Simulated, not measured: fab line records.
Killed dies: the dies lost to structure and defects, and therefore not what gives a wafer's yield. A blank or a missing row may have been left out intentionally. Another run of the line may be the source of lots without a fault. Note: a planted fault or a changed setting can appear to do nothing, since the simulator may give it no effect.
A lot that was struck, set against a sound lot ; flow berkeley-cmos170 ; 31 out of 331 route steps
Sound: the wafers L557.1, L557.4, L557.6. Wafers L570.1, L570.2, L570.3 were the ones struck. The cause comes at the end.
For every step that has rows: the tool of each side, followed by ch and its chambers, followed by its first start. Under that, the readings that differ: sound wafers ; struck wafers ; difference of the means ; sigmas: that difference in standard deviations of wafers without a fault.
alike: a reading whose means differ by less than 2 such deviations, as well as words and numbers matching on both sides. not compared: withheld readings; readings where some wafer has no value; bounds like >300 that might hide an equal value; numbers whose values overlap and for which the record gives no deviation.
The two part at a step that has a row with sigmas, a row that says differs or no value, or rows on one side only. Numbers that have no deviation but don't overlap get no sigmas and don't part them. Lack of a reading on every wafer of one side parts them only where that side has two or more wafers.

first, 1 step without rows for these wafers: UCB170_SDANNEAL_RTA_01 (time 5 s).
UCB170_SDANNEAL_RS_MEAS_02: a four-point-probe measurement.
  sound on film-metro-01, day 8 01:48; struck on film-metro-01, day 11 00:19
  alike: PSD_RS
UCB170_SDANNEAL_RS_MEAS_03: a four-point-probe measurement.
  sound on film-metro-01, day 8 01:55; struck on film-metro-01, day 11 00:26
  alike: NSD_RS
UCB170_SDANNEAL_RS_MEAS_04: a four-point-probe measurement.
  sound on film-metro-01, day 8 02:02; struck on film-metro-01, day 11 00:33
  alike: PLDD_RS
UCB170_SDANNEAL_RS_MEAS_05: a four-point-probe measurement.
  sound on film-metro-01, day 8 02:10; struck on film-metro-01, day 11 00:40
  alike: NLDD_RS
then, 1 step without rows for these wafers: UCB170_SILICIDE_PRE_CLEAN_00 (preclean etch time 60 s).
UCB170_SILICIDE_SPUTTER_01: material Ti, target thk 30 nm, time 25 s.
  sound on pvd-sputter-04, day 8 02:21; struck on pvd-sputter-02, day 11 00:51
  alike: throttle-valve-pct
UCB170_SILICIDE_RS_MEAS_02: a four-point-probe measurement.
  sound on film-metro-04, day 8 02:23; struck on film-metro-02, day 11 00:53
  alike: SILICIDE_TI_RS
UCB170_SILICIDE_THK_MEAS_03: measures by xrf.
  sound on film-metro-04, day 8 02:30; struck on film-metro-02, day 11 01:00
  alike: SILICIDE_TI_THK
UCB170_SILICIDE_RTA_04: time 15 s.
  sound on rtp-anneal-02 ch 0, day 8 02:34; struck on rtp-anneal-01 ch 0, day 11 01:04
  alike: lamp-power-pct, wafer_temp_C_max
then, 2 steps without rows for these wafers: UCB170_SILICIDE_WET_ETCH_05 (etches Ti in SPM, time 45 s); UCB170_CONTACT_CLEAN_00 (cleans in SPM, time 600 s).
UCB170_CONTACT_CVD_01: deposits PSG from SiH4/O2/PH3, target thk 700 nm, time 2820 s.
  sound on lpcvd-02 ch 1, day 8 03:17; struck on lpcvd-02 ch 0, day 11 01:44
reading;sound;struck;difference;sigmas
model.PSG_of_CONTACT_CVD_01.thk-nm (nm);701.6 698.5 698.8;896.9 890.2 899.9;+196.0;
  alike: susceptor-temp-C
UCB170_CONTACT_THK_MEAS_02:
  sound on film-metro-01, day 8 05:04; struck on film-metro-04, day 11 03:31
reading;sound;struck;difference;sigmas
CONTACT_PSG_THK (nm);701 699 699;898 890 900;+196;+34
then, 5 steps without rows for these wafers: UCB170_CONTACT_HMDS_03 (prime time 60 s); UCB170_CONTACT_COAT_04 (resist thk 900 nm); UCB170_CONTACT_SOFTBAKE_05 (time 60 s); UCB170_CONTACT_STRIP_06 (strips in O2); UCB170_CONTACT_CLEAN_07 (cleans in SPM, time 600 s).
UCB170_CONTACT_RTA_08: time 10 s.
  sound on rtp-anneal-02 ch 0, day 8 05:57; struck on rtp-anneal-01 ch 0, day 11 04:43
reading;sound;struck;difference;sigmas
lamp-power-pct (%);26.0 26.0 26.0;27.0 27.0 27.1;+1.0;+2
  alike: wafer_temp_C_max
then, 6 steps without rows for these wafers: UCB170_CONTACT_COAT_09; UCB170_CONTACT_COAT_10 (resist thk 900 nm); UCB170_CONTACT_SOFTBAKE_11 (time 60 s); UCB170_CONTACT_EXPOSE_12 (exposes mask CONT, target cd 700 nm); UCB170_CONTACT_PEB_13; UCB170_CONTACT_DEVELOP_14 (develop time 45 s).
UCB170_CONTACT_CD_MEAS_15: target cd 700 nm.
  sound on cd-sem-01, day 8 07:01; struck on cd-sem-01, day 11 06:35
  alike: cd-nm
UCB170_CONTACT_OVL_MEAS_16:
  sound on overlay-01, day 8 07:08; struck on overlay-02, day 11 06:43
reading;sound;struck;difference;sigmas
CONTACT_OVL (nm);7 14 3;-1 -7 -5;-12;-3
UCB170_CONTACT_ETCH_17: etches BARC in N2/H2.
  sound on rie-diel-01 ch 0,1,3, day 8 07:11; struck on rie-diel-01 ch 0,1,3, day 11 06:45
  alike: chamber-pressure-mTorr, drypump-motor-current-A, oes-product-au, throttle-valve-pct
UCB170_CONTACT_ETCH_18: etches PSG in CHF3/CF4/Ar, stops on TiSi2, target depth 840 nm, time 195 s.
  sound on rie-diel-01 ch 0,1,3; struck on rie-diel-01 ch 0,1,3
reading;sound;struck;difference;sigmas
oes-product-au (a.u.);0.894 0.900 0.867;0.990 0.997 0.990;+0.105;+8
model.etch.depth-nm (nm);701.6 698.5 698.8;821.5 828.8 842.2;+131.2;
model.CONTACT.feature-depth-nm (nm);701.6 698.5 698.8;821.5 828.8 842.2;+131.2;
  alike: chamber-pressure-mTorr, drypump-motor-current-A, mfc-ar-sccm, throttle-valve-pct
  not compared: rf-hours-counter-h
UCB170_CONTACT_STRIP_19: strips in O2.
  sound on plasma-asher-02 ch 0,1, day 8 07:20; struck on plasma-asher-04 ch 0,1, day 11 06:55
  alike: chamber-pressure-mTorr, drypump-motor-current-A, oes-product-au
  not compared: rf-hours-counter-h

## WHERE THEY PART
Last at UCB170_CONTACT_ETCH_18 as far as this record goes, first at UCB170_CONTACT_THK_MEAS_02. Later steps at which nothing parts them and some readings are alike: UCB170_CONTACT_STRIP_19.

WHY: the cause the simulator had injected
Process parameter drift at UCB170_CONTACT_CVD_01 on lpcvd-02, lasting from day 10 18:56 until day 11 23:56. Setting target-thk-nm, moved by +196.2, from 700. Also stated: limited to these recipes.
